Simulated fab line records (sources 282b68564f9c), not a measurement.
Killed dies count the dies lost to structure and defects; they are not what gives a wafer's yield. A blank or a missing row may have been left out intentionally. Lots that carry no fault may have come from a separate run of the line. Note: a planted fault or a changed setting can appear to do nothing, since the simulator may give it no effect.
Lot-split experiment + flow rit cmos + 23 wafers read across 5 lots, on a route 202 steps long

THE SPLIT
At RIT_M1_SPUTTER_00 (material Al, target thk 400 nm, time 500 s), the setting power w was moved away from the recipe's 2000 W on 9 of the 23 wafers read, by -7.4% to +9.9%. The other wafers ran this setting at the recipe's value.

FROM THE SPLIT TO THE READING: what the file shows between them, 9 steps
- RIT_M1_RS_MEAS_01: measures by four-point-probe
- RIT_M1_THK_MEAS_02: measures by xrf
- RIT_M1_COAT_04: resist thk 1300 nm (also split here: resist thk nm)
- RIT_M1_SOFTBAKE_05: time 60 s
- RIT_M1_EXPOSE_06: exposes mask M12, target cd 2600 nm
- RIT_M1_PEB_07
- RIT_M1_DEVELOP_08: develop time 68 s
- RIT_M1_CD_MEAS_09: target cd 2600 nm
- RIT_M1_HARDBAKE_11: time 120 s (also split here: temp c)

THE READING
oes product au, in a.u., at RIT_M1_METAL_ETCH_12 (etches Al in Cl2/BCl3, stops on SiO2, time 165 s, target depth 600 nm). Fault-free wafers of this fab line usually give 0.780 a.u., standard deviation 0.013 a.u.

| wafer  | tool, chamber at the split | power w as run, W | against the recipe | oes product au, a.u. | against lot-mates on the recipe |
|--------|----------------------------|-------------------|--------------------|----------------------|---------------------------------|
| L074.1 | pvd sputter-04, -          | 1853              | -7.4%              | 0.715                | -0.051                          |
| L074.3 | pvd sputter-04, -          | 2000              | recipe             | 0.753                | -                               |
| L074.4 | pvd sputter-04, -          | 2000              | recipe             | 0.780                | -                               |
| L074.5 | pvd sputter-04, -          | 1853              | -7.4%              | 0.712                | -0.054                          |
| L074.6 | pvd sputter-04, -          | 1853              | -7.4%              | 0.741                | -0.025                          |
| L077.1 | pvd sputter-02, -          | 1902              | -4.9%              | 0.755                | -0.013                          |
| L077.2 | pvd sputter-02, -          | 1902              | -4.9%              | 0.742                | -0.026                          |
| L077.3 | pvd sputter-02, -          | 2000              | recipe             | 0.780                | -                               |
| L077.4 | pvd sputter-02, -          | 2000              | recipe             | 0.756                | -                               |
| L077.6 | pvd sputter-02, -          | 1902              | -4.9%              | 0.764                | -0.004                          |
| L080.1 | pvd sputter-04, -          | 2199              | +9.9%              | 0.824                | +0.064                          |
| L080.2 | pvd sputter-04, -          | 2000              | recipe             | 0.759                | -                               |
| L080.4 | pvd sputter-04, -          | 2199              | +9.9%              | 0.806                | +0.046                          |
| L080.5 | pvd sputter-04, -          | 2000              | recipe             | 0.760                | -                               |
| L080.6 | pvd sputter-04, -          | 2199              | +9.9%              | 0.822                | +0.062                          |
| L082.1 | pvd sputter-04, -          | 2000              | recipe             | 0.798                | -                               |
| L082.2 | pvd sputter-04, -          | 2000              | recipe             | 0.785                | -                               |
| L082.3 | pvd sputter-04, -          | 2000              | recipe             | 0.789                | -                               |
| L085.1 | pvd sputter-04, -          | 2000              | recipe             | 0.786                | -                               |
| L085.2 | pvd sputter-04, -          | 2000              | recipe             | 0.782                | -                               |
| L085.3 | pvd sputter-04, -          | 2000              | recipe             | 0.785                | -                               |
| L085.4 | pvd sputter-04, -          | 2000              | recipe             | 0.781                | -                               |
| L085.6 | pvd sputter-04, -          | 2000              | recipe             | 0.791                | -                               |

FIT RESULTS
A straight line over all 23 wafers: oes product au changes by +0.00513 a.u. for each +1% of power w; r = +0.87; the points scatter about the line by 0.015 a.u.
The same after taking each lot's own level away (the mean of its wafers on the recipe; 23 wafers): +0.00549 a.u. for each +1%; r = +0.94; scatter 0.01 a.u.
That fit puts the effect of the largest move of power w on the reading at 0.055 a.u.
Across the lots, their own levels run from 0.7595 to 0.7907 a.u., a range of 2.4 times the standard deviation given above.
So the lot-to-lot level changes the slope little: the two slopes agree.
Check: for one of the wafers moved furthest among these (+9.9%), held out of the fit, the line's prediction against its lot-mates is +0.0536 a.u. It came out at +0.0645 a.u. against them.

THE OTHER SPLITS THESE WAFERS WENT THROUGH
Note: prior to the reading, these wafers also went through further splits. Each is held against what the fit with the lots' levels taken away leaves over:
| other split on the same wafers | wafers away from the commonest value | r with oes product au (lot level and that fit taken away) |
|--------------------------------|--------------------------------------|-----------------------------------------------------------|
| RIT_SILICIDE_SPUTTER_01 time s | 11                                   | +0.19                                                     |
| RIT_M1_COAT_04 resist thk nm   | 8                                    | +0.26                                                     |
| RIT_M1_HARDBAKE_11 temp c      | 6                                    | -0.20                                                     |

THE WHOLE CHAIN: every reading that the file lists as answering this split, in the file's order
| step                 | what it does                                                          | reading                                                                     | change (the file's fit)                   | r (the file's) |
|----------------------|-----------------------------------------------------------------------|-----------------------------------------------------------------------------|-------------------------------------------|----------------|
| RIT_M1_SPUTTER_00    | material Al, target thk 400 nm, time 500 s                            | Al_of_M1_SPUTTER_00.thk nm (the simulator's own value, which no gauge read) | +3.89 nm for each +1% of the setting      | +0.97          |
| RIT_M1_RS_MEAS_01    | measures by four-point-probe                                          | M1_AL_RS                                                                    | -0.00072 for each +1% of the setting      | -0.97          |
| RIT_M1_THK_MEAS_02   | measures by xrf                                                       | M1_AL_THK                                                                   | +3.91 for each +1% of the setting         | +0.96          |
| RIT_M1_METAL_ETCH_12 | etches Al in Cl2/BCl3, stops on SiO2, time 165 s, target depth 600 nm | oes product au                                                              | +0.00549 a.u. for each +1% of the setting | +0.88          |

THE FILE'S OWN FIT
oes product au changes by +0.00549 a.u. for each +1% of power w, r = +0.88.
